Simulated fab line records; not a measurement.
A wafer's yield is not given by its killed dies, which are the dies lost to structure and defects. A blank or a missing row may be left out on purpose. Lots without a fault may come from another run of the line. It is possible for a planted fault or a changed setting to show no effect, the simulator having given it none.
A struck lot beside a sound one :: flow berkeley-cmos170 :: 15 steps out of a route of 331
Sound: these wafers, L596.3, L596.4, L596.5. Struck: wafers L588.1, L588.3, L588.6. Last of all comes the cause.
Order at every step that has rows: each side's tool, ch and its chambers, its first start. Under that, the readings that differ: sound wafers :: struck wafers :: difference of the means :: sigmas: that difference in standard deviations of wafers without a fault.
alike: readings with means less than 2 such deviations apart, plus words and numbers identical on both sides. not compared: withheld readings, readings lacking a value on some wafer, bounds such as >300 that could conceal the same value, and numbers that have no deviation in the record and whose values overlap.
Wherever a step has rows on one side only, a row that says differs or no value, or a row with sigmas, the two part there. Numbers that have no deviation but don't overlap get no sigmas and don't part them. Lack of a reading on every wafer of one side parts them only where that side has two or more wafers.

first, 3 steps without rows for these wafers: UCB170_PWELL_EXPOSE_10 (exposes mask PWELL, target cd 3000 nm); UCB170_PWELL_PEB_11; UCB170_PWELL_DEVELOP_12 (develop time 45 s).
UCB170_PWELL_OVL_MEAS_13:
  struck on overlay-02, day 5 13:17; sound on overlay-01, day 6 20:53
  alike: PWELL_OVL
UCB170_PWELL_ETCH_14: etches Si3N4 in CH3F/Ar/O2, stops on SiO2, target depth 242 nm, time 151 s.
  sound on rie-diel-04 ch 0,1, day 6 20:55; struck on rie-diel-01 ch 0,1, day 5 13:19
  alike: drypump-motor-current-A, oes-product-au, throttle-valve-pct
  not compared: rf-hours-counter-h
then, 1 step without rows for these wafers: UCB170_PWELL_IMPLANT_15.
UCB170_PWELL_STRIP_16: strips in O2.
  sound on plasma-asher-02 ch 0,1, day 6 21:11; struck on plasma-asher-04 ch 0,1, day 5 13:34
  alike: drypump-motor-current-A, oes-product-au, strip-time-to-endpoint-s
  not compared: rf-hours-counter-h
UCB170_PWELL_TW_MEAS_17:
  struck on film-metro-04, day 5 13:40; sound on film-metro-03, day 6 21:17
reading: PWELL_TW
sound: 374 373 374
struck: 381 384 383
difference: +9
sigmas: +3
then, 4 steps without rows for these wafers: UCB170_PWELL_CLEAN_18 (cleans in SPM, time 600 s); UCB170_PWELL_WET_ETCH_19 (etches Si3N4 in H3PO4, time 14400 s); UCB170_PWELL_WET_ETCH_20 (etches SiO2 in BOE, time 22 s); UCB170_WELLDRIVE_CLEAN_00 (cleans in SPM, time 600 s).
UCB170_WELLDRIVE_OXIDATION_01: target thk 199 nm, ox time 9000 s.
  sound on furnace-04 ch 0, day 7 05:20; struck on furnace-02 ch 0, day 5 22:56
reading: spike-tc-centre-C (C)
sound: 1105.6 1105.2 1105.1
struck: 972.1 970.3 971.2
difference: -134.1
sigmas: -99 or more

reading: spike-tc-load-C (C)
sound: 1125.3 1129.1 1127.0
struck: 996.1 995.4 994.5
difference: -131.8
sigmas: -99 or more

reading: spike-tc-source-C (C)
sound: 1121 1122 1121
struck: 993 994 991
difference: -129
sigmas: -36

reading: tube-center-temp-C (C)
sound: 1100.1 1099.9 1099.8
struck: 968.72 968.77 968.97
difference: -131.11
sigmas: -99 or more

reading: tube_center_temp_C_max
sound: 1103.5 1101.9 1102.9
struck: 971.3 971.9 971.7
difference: -131.1
sigmas: -99 or more

reading: zone-power-source-pct (%)
sound: 51 51 50
struck: 30 30 31
difference: -20
sigmas: -5

reading: model.SiO2_of_WELLDRIVE_OXIDATION_01.thk-nm (nm)
sound: 197.4 198.5 200
struck: 68.06 66.15 62.33
difference: -133.12
sigmas: 
  alike: zone-power-load-pct
UCB170_WELLDRIVE_THK_MEAS_02:
  struck on film-metro-03, day 6 02:39; sound on film-metro-04, day 7 08:52
reading: WELLDRIVE_OXIDE_THK (nm)
sound: 197 198 200
struck: 68 66 62
difference: -133
sigmas: -40
  not compared: hold
UCB170_M3_PROBE_99:
  rows exist in the record for the sound wafers here (prober-02, day 11 12:32), none for the struck ones

## WHERE THEY PART
At UCB170_PWELL_TW_MEAS_17 first; at UCB170_M3_PROBE_99 last (within this record only).

WHY: what the simulator had put in
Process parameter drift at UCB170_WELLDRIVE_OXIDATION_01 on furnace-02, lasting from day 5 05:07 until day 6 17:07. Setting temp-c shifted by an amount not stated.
